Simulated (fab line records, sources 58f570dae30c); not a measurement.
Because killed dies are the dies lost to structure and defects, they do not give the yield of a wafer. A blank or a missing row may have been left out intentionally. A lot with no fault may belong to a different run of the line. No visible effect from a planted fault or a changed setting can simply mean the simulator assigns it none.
Lot-split experiment -- flow berkeley cmos170 -- 23 wafers read from 5 lots, route of 331 steps

ON THE SPLIT
At UCB170_V1_PEB_10, the setting peb temp c was moved away from the recipe's 130 C on 10 of the 23 wafers read, by -2.8% to +1.6%. This setting was run at the recipe's value on the other wafers.

FROM THE SPLIT TO THE READING: what the file shows between them, 4 steps
- UCB170_V1_DEVELOP_11: develop time 45 s
- UCB170_V1_CD_MEAS_12: target cd 700 nm
- UCB170_V1_ETCH_14: etches SiO2 in CHF3/CF4/Ar, stops on Al, target depth 1250 nm, time 291 s
- UCB170_V1_STRIP_15: strips in O2

THE READING
Shown in nm: cd nm at UCB170_V1_CD_MEAS_90, with target cd 700 nm. Typical for fault-free wafers on this fab line: 699.9 nm, with standard deviation 1.3 nm.

wafer,"tool, chamber at the split","peb temp c as run, C",against the recipe,"cd nm, nm",against lot-mates on the recipe
L077.1,"litho track-01, 0",126.4,-2.8%,670.3,-29.5
L077.2,"litho track-01, 0",126.4,-2.8%,672.3,-27.5
L077.3,"litho track-01, 0",126.4,-2.8%,671.9,-27.9
L077.4,"litho track-01, 0",130,recipe,701.2,-
L077.6,"litho track-01, 0",130,recipe,698.3,-
L076.2,"litho track-04, 0",130,recipe,702.5,-
L076.3,"litho track-04, 0",127.5,-1.9%,683.0,-19.5
L076.4,"litho track-04, 0",130,recipe,702.6,-
L076.5,"litho track-04, 0",127.5,-1.9%,683.6,-18.9
L076.6,"litho track-04, 0",130,recipe,702.3,-
L080.3,"litho track-01, 0",130,recipe,700.4,-
L080.4,"litho track-01, 0",130,recipe,701.6,-
L080.5,"litho track-01, 0",130,recipe,699.9,-
L079.1,"litho track-01, 0",130,recipe,699.5,-
L079.3,"litho track-01, 0",132.1,+1.6%,710.5,+11.5
L079.4,"litho track-01, 0",130,recipe,698.6,-
L079.5,"litho track-01, 0",130,recipe,698.8,-
L079.6,"litho track-01, 0",132.1,+1.6%,711.4,+12.4
L085.1,"litho track-03, 0",130,recipe,700.4,-
L085.2,"litho track-03, 0",130,recipe,700.9,-
L085.4,"litho track-03, 0",131.2,+0.9%,707.4,+6.8
L085.5,"litho track-03, 0",131.2,+0.9%,706.6,+6.0
L085.6,"litho track-03, 0",131.2,+0.9%,708.0,+7.4

FIT RESULTS
A straight line over all 23 wafers: cd nm changes by +9.27 nm for each +1% of peb temp c; r = +0.99; the points scatter about the line by 2.1 nm.
The same after taking each lot's own level away (the mean of its wafers on the recipe; 23 wafers): +9.43 nm for each +1%; r = +0.99; scatter 1.4 nm.
The reading moves by 26 nm for the largest change in peb temp c, on that fit.
The lots' own levels span 698.97 to 702.47 nm, that is 2.7 times the standard deviation above.
The two slopes agree, so the slope changes little with the lot-to-lot level.
Check: -26.4 nm against its lot-mates is what the line predicts for one of the wafers moved furthest among these (-2.8%) when that wafer is left out of the fit. It came out at -29.5 nm against them.

ADDITIONAL SPLITS CARRIED BY THESE WAFERS
Before the reading, these wafers also passed through other splits. Each is held against what the fit with the lots' levels taken away leaves over:
other split on the same wafers,wafers away from the commonest value,r with cd nm (lot level and that fit taken away)
UCB170_NSD_PEB_04 peb temp c,6,-0.03
UCB170_SILICIDE_SPUTTER_01 power w,6,+0.12
UCB170_CONTACT_COAT_10 resist thk nm,10,+0.06
UCB170_CONTACT_EXPOSE_12 dose mj,8,+0.34
UCB170_M1_COAT_04 resist thk nm,11,-0.19

THE WHOLE CHAIN: every reading that the file lists as answering this split, in the file's order
step,what it does,reading,change (the file's fit),r (the file's)
UCB170_V1_CD_MEAS_12,target cd 700 nm,cd nm,+9.5 nm for each +1% of the setting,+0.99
UCB170_V1_ETCH_14,"etches SiO2 in CHF3/CF4/Ar, stops on Al, target depth 1250 nm, time 291 s","V1.cd nm (the simulator's own value, which no gauge read)",+9.58 nm for each +1% of the setting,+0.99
UCB170_V1_CD_MEAS_90,target cd 700 nm,cd nm,+9.49 nm for each +1% of the setting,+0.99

FILE'S OWN FIT
cd nm changes by +9.49 nm for each +1% of peb temp c, r = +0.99.
